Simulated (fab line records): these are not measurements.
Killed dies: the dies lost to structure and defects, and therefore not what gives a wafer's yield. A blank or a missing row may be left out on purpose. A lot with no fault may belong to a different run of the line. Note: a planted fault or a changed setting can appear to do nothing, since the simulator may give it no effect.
Chamber matching | flow berkeleyCmos170 | 3 sister chambers for UCB170_WELLDRIVE_WET_ETCH_04 on wetBench-03
The step etches SiO2 in BOE, time 120 s. 3 wafers are shown with their chamber, then 7 later ones without.

WAFERS PAIRED WITH THEIR CHAMBERS
wafer  | chamber | bathHeatDutyPct (%)
L324.5 | 1       | 7.7
L338.6 | 2       | 6.3
L339.5 | 3       | 5.4

WAFERS WITHOUT THEIR CHAMBER
wafer  | bathHeatDutyPct (%)
L339.6 | 5.1
L342.1 | 5.0
L342.2 | 5.3
L342.4 | 6.4
L343.1 | 6.7
L343.3 | 6.2
L343.4 | 6.1

WHICH CHAMBER EACH WENT THROUGH
wafer  | from the rows above     | in truth
L339.6 | 3                       | 3
L342.1 | 3                       | 3
L342.2 | 3                       | 3
L342.4 | 2                       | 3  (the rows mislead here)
L343.1 | 2                       | 2
L343.3 | 2                       | 2
L343.4 | can't be placed: 2 or 3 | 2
Correct placement for 5 of the 7. These rows do not allow placing 1 (true chamber among the candidates in 1). 1 placed wrongly.
How it was worked out, from the rows above alone: a wafer's distance from a chamber is the root of the sum, over the readings, of the square of ((its reading less the chamber's mean) divided by the reading's scatter). If the next closest chamber is less than 2 further off than the closest, the wafer can't be placed; otherwise it belongs to the closest. A chamber's mean is the mean of its shown wafers. The scatter (one wafer shown for each chamber): square how far every hidden wafer sits from the nearest shown wafer, average those squares and take the square root.
